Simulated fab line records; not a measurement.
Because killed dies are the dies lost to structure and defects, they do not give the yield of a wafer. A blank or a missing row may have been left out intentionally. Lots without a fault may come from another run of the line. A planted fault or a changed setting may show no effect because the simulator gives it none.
The tool behind it: which one?	flow berkeley cmos170	36 wafers from 12 lots sampled at 2 of the route's 331 steps

## WHAT THE GAUGES READ, wafer by wafer
UCB170_NWELL_THK_MEAS_02.
lot	measured	on	NWELL_OXIDE_THK (nm)
L076	day 2 10:13	film metro-04	26.9 26.9 26.6
L078	day 2 20:10	film metro-01	26.5 26.5 27.0
L079	day 3 02:35	film metro-04	25.9 26.5 26.1
L081	day 3 12:57	film metro-01	26.7 26.4 27.0
L083	day 4 06:25	film metro-02	26.3 26.3 26.5
L085	day 4 14:46	film metro-04	26.4 26.3 26.5
L087	day 4 20:25	film metro-02	26.2 26.2 26.3
L089	day 5 05:05	film metro-02	27.2 26.7 27.5
L091	day 5 17:49	film metro-02	26.8 26.9 26.3
L093	day 6 04:37	film metro-01	27.0 26.7 26.9
L095	day 6 12:05	film metro-02	26.3 26.6 26.2
L097	day 7 04:23	film metro-01	26.9 26.9 26.9

## TOOL THAT RAN EACH LOT (tool first, then ch and the chambers of the sampled wafers, then the start)
lot	UCB170_ZERO_STRIP_07
L076	plasma asher-03 ch 0,1, day 2 03:36
L078	plasma asher-03 ch 0,1, day 2 15:56
L079	plasma asher-04 ch 0,1, day 2 21:20
L081	plasma asher-03 ch 0,1, day 3 06:05
L083	plasma asher-03 ch 0,1, day 3 21:24
L085	plasma asher-03 ch 0,1, day 4 10:50
L087	plasma asher-03 ch 0,1, day 4 15:08
L089	plasma asher-02 ch 0,1, day 4 23:37
L091	plasma asher-02 ch 0,1, day 5 11:39
L093	plasma asher-04 ch 0,1, day 5 21:33
L095	plasma asher-04 ch 0,1, day 6 08:14
L097	plasma asher-03 ch 0,1, day 6 21:28
- UCB170_ZERO_STRIP_07: strips in O2.

## THE ANSWER, worked out from the rows above alone
Rule: the usual values come from the lots themselves. The widest of any qualifying gaps counts: lots, ordered by their means at a reading, are off when they make up no more than a third of the lots, leave a main group of 4 or more, and stand apart from it by 3 or more times the standard deviation of that group's means. Not used: any main group whose means are identical at the precision the tables above print for the reading. Also off: a lot with no number at a reading for which 4 or more lots have one. The other lots that the step has rows for count as sound.
No lot is off at any reading shown: from this, nothing can be told.

## WHAT WAS PUT IN BY THE SIMULATOR
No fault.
